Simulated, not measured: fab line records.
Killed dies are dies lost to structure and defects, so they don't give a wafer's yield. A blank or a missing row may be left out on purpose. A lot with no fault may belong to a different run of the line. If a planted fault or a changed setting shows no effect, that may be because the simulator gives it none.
Matching of chambers ; flow berkeley cmos170 ; rie diel-03 running UCB170_ZERO_ETCH_06: 4 sister chambers
The step etches SiO2 in CHF3/CF4/Ar, time 12 s. 8 wafers are shown with their chamber, then 7 later ones without.

## WAFERS, EACH WITH ITS CHAMBER
wafer;chamber;drypump motor current A (A);throttle valve pct (%)
L104.3;2;5.4;9.12
L109.4;1;5.6;9.13
L109.5;3;5.8;8.95
L119.1;0;6.6;9.00
L119.2;1;5.6;9.11
L119.5;3;5.8;8.96
L120.3;0;6.7;9.01
L120.4;2;5.4;9.11

## WAFERS MISSING THEIR CHAMBER
wafer;drypump motor current A (A);throttle valve pct (%)
L120.6;6.7;8.99
L122.4;6.7;9.01
L122.5;5.4;9.12
L122.6;5.8;8.95
L124.2;5.6;9.12
L124.4;5.8;8.96
L124.5;5.8;8.96

## EACH ONE'S CHAMBER
wafer;from the rows above;in truth
L120.6;0;0
L122.4;0;0
L122.5;2;2
L122.6;3;3
L124.2;1;1
L124.4;3;3
L124.5;3;3
Correct placement for 7 of the 7. Not placeable from these rows: 0. 0 placed wrongly.
How it was worked out, from the rows above alone: a wafer's distance from a chamber is the root of the sum, over the readings, of the square of ((its reading less the chamber's mean) divided by the reading's scatter). If the next closest chamber is less than 2 further off than the closest, the wafer can't be placed; otherwise it belongs to the closest. A chamber's mean is the mean of its shown wafers. The scatter: the root of (the sum of the squares of (reading less its chamber's mean) over the shown wafers, divided by (wafers less chambers)).
